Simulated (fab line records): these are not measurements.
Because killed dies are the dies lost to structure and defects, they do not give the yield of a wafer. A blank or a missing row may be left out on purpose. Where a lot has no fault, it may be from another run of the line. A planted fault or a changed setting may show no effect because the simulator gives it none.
A sampling plan put to the test / flow rit_cmos / 24 faults told of in these records, all on one fab line, each judged by the records of the lots it struck
The plan is the line's own looks: the steps of the route at which a gauge or an inspection reads the wafer and doesn't change it. A look can be judged if struck wafers have a number there and the file gives its usual mean and standard deviation on fault-free wafers. Caught: 4 or more of those standard deviations (sigma) separate the usual mean from the mean of the struck wafers at a look after the fault's first step. On the tool: the test repeated on the tool's own readings taken at the fault's steps. A different recipe on the struck wafers counts as caught too, as does a record blank only for those wafers.

## THE FAULTS, as the simulator had put them in
1. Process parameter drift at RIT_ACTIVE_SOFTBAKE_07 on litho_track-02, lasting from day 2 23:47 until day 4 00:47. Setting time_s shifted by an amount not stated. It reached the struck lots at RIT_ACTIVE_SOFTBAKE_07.
2. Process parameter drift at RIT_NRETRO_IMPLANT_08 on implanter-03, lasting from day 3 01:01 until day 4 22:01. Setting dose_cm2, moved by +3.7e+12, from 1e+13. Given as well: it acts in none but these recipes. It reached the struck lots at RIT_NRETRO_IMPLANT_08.
3. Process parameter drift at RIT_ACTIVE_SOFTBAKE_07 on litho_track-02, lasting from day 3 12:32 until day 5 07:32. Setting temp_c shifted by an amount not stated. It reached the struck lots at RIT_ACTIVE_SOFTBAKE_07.
4. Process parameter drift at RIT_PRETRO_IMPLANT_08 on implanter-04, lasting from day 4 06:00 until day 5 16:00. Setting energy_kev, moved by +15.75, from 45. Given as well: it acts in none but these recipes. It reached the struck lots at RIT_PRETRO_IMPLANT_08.
5. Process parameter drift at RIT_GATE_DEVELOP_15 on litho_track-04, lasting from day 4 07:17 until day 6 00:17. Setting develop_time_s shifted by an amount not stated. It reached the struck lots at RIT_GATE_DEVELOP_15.
6. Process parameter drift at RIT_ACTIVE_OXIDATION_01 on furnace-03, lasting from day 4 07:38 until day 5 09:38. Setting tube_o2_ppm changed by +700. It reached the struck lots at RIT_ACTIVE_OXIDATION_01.
7. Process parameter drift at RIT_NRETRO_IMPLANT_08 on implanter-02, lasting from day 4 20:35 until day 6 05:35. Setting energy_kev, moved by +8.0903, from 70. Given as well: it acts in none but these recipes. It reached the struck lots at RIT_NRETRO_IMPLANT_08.
8. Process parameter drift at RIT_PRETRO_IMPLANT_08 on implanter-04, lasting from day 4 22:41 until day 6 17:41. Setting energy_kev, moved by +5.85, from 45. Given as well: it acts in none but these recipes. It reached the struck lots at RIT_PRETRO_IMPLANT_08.
9. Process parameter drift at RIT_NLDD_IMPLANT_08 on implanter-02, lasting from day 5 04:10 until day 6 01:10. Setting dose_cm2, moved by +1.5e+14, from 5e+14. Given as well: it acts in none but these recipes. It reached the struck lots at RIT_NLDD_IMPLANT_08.
10. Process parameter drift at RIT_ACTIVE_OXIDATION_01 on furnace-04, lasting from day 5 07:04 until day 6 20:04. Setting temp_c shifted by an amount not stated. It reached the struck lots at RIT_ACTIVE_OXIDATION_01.
11. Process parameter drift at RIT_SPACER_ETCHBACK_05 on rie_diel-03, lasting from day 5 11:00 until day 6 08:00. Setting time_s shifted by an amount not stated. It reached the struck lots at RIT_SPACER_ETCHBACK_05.
12. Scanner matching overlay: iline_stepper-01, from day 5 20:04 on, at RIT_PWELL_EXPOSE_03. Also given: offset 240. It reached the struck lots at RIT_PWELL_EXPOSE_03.
13. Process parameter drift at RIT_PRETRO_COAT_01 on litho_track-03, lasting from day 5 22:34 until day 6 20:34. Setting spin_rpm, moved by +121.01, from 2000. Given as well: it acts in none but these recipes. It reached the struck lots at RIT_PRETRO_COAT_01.
14. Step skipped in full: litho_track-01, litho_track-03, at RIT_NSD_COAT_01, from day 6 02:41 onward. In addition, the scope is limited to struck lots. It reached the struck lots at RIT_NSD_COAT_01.
15. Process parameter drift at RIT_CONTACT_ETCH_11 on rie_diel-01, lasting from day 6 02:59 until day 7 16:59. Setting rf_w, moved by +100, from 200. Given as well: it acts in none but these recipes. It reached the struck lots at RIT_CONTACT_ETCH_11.
16. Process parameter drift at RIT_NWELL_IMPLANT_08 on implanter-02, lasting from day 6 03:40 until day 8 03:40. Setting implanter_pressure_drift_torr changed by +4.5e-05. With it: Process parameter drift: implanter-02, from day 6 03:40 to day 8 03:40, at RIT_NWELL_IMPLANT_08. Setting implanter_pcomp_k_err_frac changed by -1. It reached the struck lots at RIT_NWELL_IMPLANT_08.
17. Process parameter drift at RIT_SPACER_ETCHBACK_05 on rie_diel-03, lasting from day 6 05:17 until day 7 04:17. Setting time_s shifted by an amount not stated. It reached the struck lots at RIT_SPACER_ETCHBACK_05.
18. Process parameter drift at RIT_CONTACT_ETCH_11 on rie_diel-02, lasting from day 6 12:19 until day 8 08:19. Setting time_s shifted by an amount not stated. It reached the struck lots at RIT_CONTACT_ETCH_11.
19. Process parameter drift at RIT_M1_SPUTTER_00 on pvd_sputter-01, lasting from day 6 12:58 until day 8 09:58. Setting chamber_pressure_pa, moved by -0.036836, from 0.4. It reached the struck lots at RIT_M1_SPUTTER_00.
20. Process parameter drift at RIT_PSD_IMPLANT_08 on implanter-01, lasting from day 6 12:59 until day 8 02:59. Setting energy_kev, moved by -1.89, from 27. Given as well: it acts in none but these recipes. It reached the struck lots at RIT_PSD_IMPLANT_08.
21. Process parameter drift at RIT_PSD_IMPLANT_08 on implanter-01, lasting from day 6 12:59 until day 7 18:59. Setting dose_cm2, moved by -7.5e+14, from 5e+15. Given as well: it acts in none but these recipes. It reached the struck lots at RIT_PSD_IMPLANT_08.
22. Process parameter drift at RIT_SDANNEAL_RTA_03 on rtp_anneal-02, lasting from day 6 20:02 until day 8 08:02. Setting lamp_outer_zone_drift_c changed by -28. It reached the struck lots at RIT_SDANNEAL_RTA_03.
23. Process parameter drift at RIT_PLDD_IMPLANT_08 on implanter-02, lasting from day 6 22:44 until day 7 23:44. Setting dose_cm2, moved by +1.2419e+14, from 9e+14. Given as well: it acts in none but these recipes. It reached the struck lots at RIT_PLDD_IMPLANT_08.
24. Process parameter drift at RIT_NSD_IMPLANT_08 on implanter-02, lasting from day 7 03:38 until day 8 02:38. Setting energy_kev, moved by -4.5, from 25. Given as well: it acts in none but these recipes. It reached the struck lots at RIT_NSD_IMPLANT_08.

## WHAT THE PLAN SAW
fault=1; on the tool itself=run_length_s -99 or beyond sigma; first look that catches it=not the one look that can be judged after it; reading, sigma=-; median hours from its first step to that look=-; hours from the fault's start to the first struck lot there=-; judged looks passed uncaught=1
fault=2; on the tool itself=dose_ions_cm2 +99 or beyond sigma; first look that catches it=RIT_NRETRO_TW_MEAS_10; reading, sigma=NRETRO_TW +11; median hours from its first step to that look=0.3; hours from the fault's start to the first struck lot there=2; judged looks passed uncaught=0
fault=3; on the tool itself=heater_power_total_W +89 sigma; first look that catches it=not the one look that can be judged after it; reading, sigma=-; median hours from its first step to that look=-; hours from the fault's start to the first struck lot there=-; judged looks passed uncaught=1
fault=4; on the tool itself=beam_energy_keV +99 or beyond sigma; first look that catches it=RIT_PRETRO_TW_MEAS_10; reading, sigma=PRETRO_TW +4.3; median hours from its first step to that look=0.3; hours from the fault's start to the first struck lot there=14; judged looks passed uncaught=0
fault=5; on the tool itself=under 2 sigma; first look that catches it=no look after it can be judged; reading, sigma=-; median hours from its first step to that look=-; hours from the fault's start to the first struck lot there=-; judged looks passed uncaught=0
fault=6; on the tool itself=no reading that can be judged; first look that catches it=RIT_ACTIVE_THK_MEAS_02; reading, sigma=ACTIVE_OXIDE_THK +4.9; median hours from its first step to that look=1.9; hours from the fault's start to the first struck lot there=6; judged looks passed uncaught=0
fault=7; on the tool itself=beam_energy_keV +99 or beyond sigma; first look that catches it=none of the 6 looks that can be judged after it; reading, sigma=strongest: NRETRO_TW at RIT_NRETRO_TW_MEAS_10, +2.0; median hours from its first step to that look=-; hours from the fault's start to the first struck lot there=-; judged looks passed uncaught=6
fault=8; on the tool itself=beam_energy_keV +99 or beyond sigma; first look that catches it=not the one look that can be judged after it; reading, sigma=strongest: PRETRO_TW at RIT_PRETRO_TW_MEAS_10, +2.8; median hours from its first step to that look=-; hours from the fault's start to the first struck lot there=-; judged looks passed uncaught=1
fault=9; on the tool itself=dose_ions_cm2 +99 or beyond sigma; first look that catches it=RIT_NLDD_TW_MEAS_10; reading, sigma=NLDD_TW +6.1; median hours from its first step to that look=0.3; hours from the fault's start to the first struck lot there=9; judged looks passed uncaught=0
fault=10; on the tool itself=tube_center_temp_C -99 or beyond sigma; first look that catches it=RIT_ACTIVE_THK_MEAS_02; reading, sigma=ACTIVE_OXIDE_THK -6.3; median hours from its first step to that look=1.9; hours from the fault's start to the first struck lot there=10; judged looks passed uncaught=0
fault=11; on the tool itself=run_length_s -75 sigma; first look that catches it=none of the 7 looks that can be judged after it; reading, sigma=-; median hours from its first step to that look=-; hours from the fault's start to the first struck lot there=-; judged looks passed uncaught=7
fault=12; on the tool itself=under 2 sigma; first look that catches it=RIT_PWELL_OVL_MEAS_06; reading, sigma=PWELL_OVL +99 or beyond; median hours from its first step to that look=0.6; hours from the fault's start to the first struck lot there=3; judged looks passed uncaught=0
fault=13; on the tool itself=spin_speed_rpm +87 sigma; first look that catches it=not the one look that can be judged after it; reading, sigma=-; median hours from its first step to that look=-; hours from the fault's start to the first struck lot there=-; judged looks passed uncaught=1
fault=14; on the tool itself=the tool's record is blank for the struck wafers; first look that catches it=RIT_PSD_TW_MEAS_10; reading, sigma=PSD_TW +6.0; median hours from its first step to that look=3.3; hours from the fault's start to the first struck lot there=4; judged looks passed uncaught=0
fault=15; on the tool itself=rf_fwd_power_W +99 or beyond sigma; first look that catches it=no look after it can be judged; reading, sigma=-; median hours from its first step to that look=-; hours from the fault's start to the first struck lot there=-; judged looks passed uncaught=0
fault=16; on the tool itself=end_station_pressure_torr +99 or beyond sigma; first look that catches it=RIT_NWELL_TW_MEAS_10; reading, sigma=NWELL_TW +4.7; median hours from its first step to that look=0.3; hours from the fault's start to the first struck lot there=6; judged looks passed uncaught=0
fault=17; on the tool itself=run_length_s +99 or beyond sigma; first look that catches it=none of the 7 looks that can be judged after it; reading, sigma=-; median hours from its first step to that look=-; hours from the fault's start to the first struck lot there=-; judged looks passed uncaught=7
fault=18; on the tool itself=run_length_s +99 or beyond sigma; first look that catches it=no look after it can be judged; reading, sigma=-; median hours from its first step to that look=-; hours from the fault's start to the first struck lot there=-; judged looks passed uncaught=0
fault=19; on the tool itself=chamber_pressure_pa -44 sigma; first look that catches it=none of the 4 looks that can be judged after it; reading, sigma=-; median hours from its first step to that look=-; hours from the fault's start to the first struck lot there=-; judged looks passed uncaught=4
fault=20; on the tool itself=beam_energy_keV -99 or beyond sigma; first look that catches it=RIT_SDANNEAL_RS_MEAS_04; reading, sigma=PSD_RS +17; median hours from its first step to that look=0.9; hours from the fault's start to the first struck lot there=2; judged looks passed uncaught=0
fault=21; on the tool itself=dose_ions_cm2 -99 or beyond sigma; first look that catches it=RIT_SDANNEAL_RS_MEAS_04; reading, sigma=PSD_RS +8.2; median hours from its first step to that look=0.9; hours from the fault's start to the first struck lot there=2; judged looks passed uncaught=0
fault=22; on the tool itself=under 2 sigma; first look that catches it=RIT_SDANNEAL_RS_MEAS_04; reading, sigma=PSD_RS +46; median hours from its first step to that look=0.1; hours from the fault's start to the first struck lot there=5; judged looks passed uncaught=0
fault=23; on the tool itself=dose_ions_cm2 +99 or beyond sigma; first look that catches it=RIT_SDANNEAL_RS_MEAS_06; reading, sigma=PLDD_RS -22; median hours from its first step to that look=7.4; hours from the fault's start to the first struck lot there=9; judged looks passed uncaught=1
fault=24; on the tool itself=beam_energy_keV -99 or beyond sigma; first look that catches it=RIT_NSD_TW_MEAS_10; reading, sigma=NSD_TW -4.8; median hours from its first step to that look=0.3; hours from the fault's start to the first struck lot there=1; judged looks passed uncaught=0
A dash: this means the fault isn't caught or the number doesn't appear in these records.

Caught at a look: 13 of 24. Caught on the tool: 20 of 24. By one or the other: 23 of 24.
On the tool alone, faults 1, 3, 7, 8, 11, 13, 15, 17, 18, 19 were caught.
Caught at a look alone: faults 6, 12, 22.
Caught by neither: fault 5.

## THINNER SAMPLING
Were the look that catches a fault to measure just every second or every third lot (counted by lot number), the first struck lot would, at worst, be measured this late:
fault=2; struck lots at that look, in order of time=L528, L531, L533; every lot=2 h; every second lot=26 h; every third lot=may miss all 3
fault=4; struck lots at that look, in order of time=L106, L107; every lot=14 h; every second lot=20 h; every third lot=may miss all 2
fault=6; struck lots at that look, in order of time=L408, L409; every lot=6 h; every second lot=12 h; every third lot=may miss all 2
fault=9; struck lots at that look, in order of time=L831, L835; every lot=9 h; every second lot=may miss all 2; every third lot=may miss all 2
fault=10; struck lots at that look, in order of time=L504, L505; every lot=10 h; every second lot=14 h; every third lot=may miss all 2
fault=12; struck lots at that look, in order of time=L650, L652, L654; every lot=3 h; every second lot=may miss all 3; every third lot=18 h
fault=14; struck lots at that look, in order of time=L771, L773; every lot=4 h; every second lot=may miss all 2; every third lot=may miss all 2
fault=16; struck lots at that look, in order of time=L199, L200; every lot=6 h; every second lot=9 h; every third lot=may miss all 2
fault=20; struck lots at that look, in order of time=L878, L879; every lot=2 h; every second lot=3 h; every third lot=may miss all 2
fault=21; struck lots at that look, in order of time=L131, L132; every lot=2 h; every second lot=3 h; every third lot=may miss all 2
fault=22; struck lots at that look, in order of time=L169, L171, L172; every lot=5 h; every second lot=17 h; every third lot=may miss all 3
fault=23; struck lots at that look, in order of time=L246, L248; every lot=9 h; every second lot=may miss all 2; every third lot=may miss all 2
fault=24; struck lots at that look, in order of time=L386, L389; every lot=1 h; every second lot=10 h; every third lot=may miss all 2
Hours: fault start to first struck lot measured. The test against the limit of 4 sigma pooled every struck wafer, which means one lot taken alone may stay below that limit. Other struck lots may not be in these records.

## THE LONGEST TIMED WAY FROM STEP TO LOOK
For fault 23, RIT_PLDD_IMPLANT_08 and RIT_SDANNEAL_RS_MEAS_06 are separated by a median of 7.4 hours. The look between them that can be judged stayed within 4 sigma: RIT_PLDD_TW_MEAS_10.
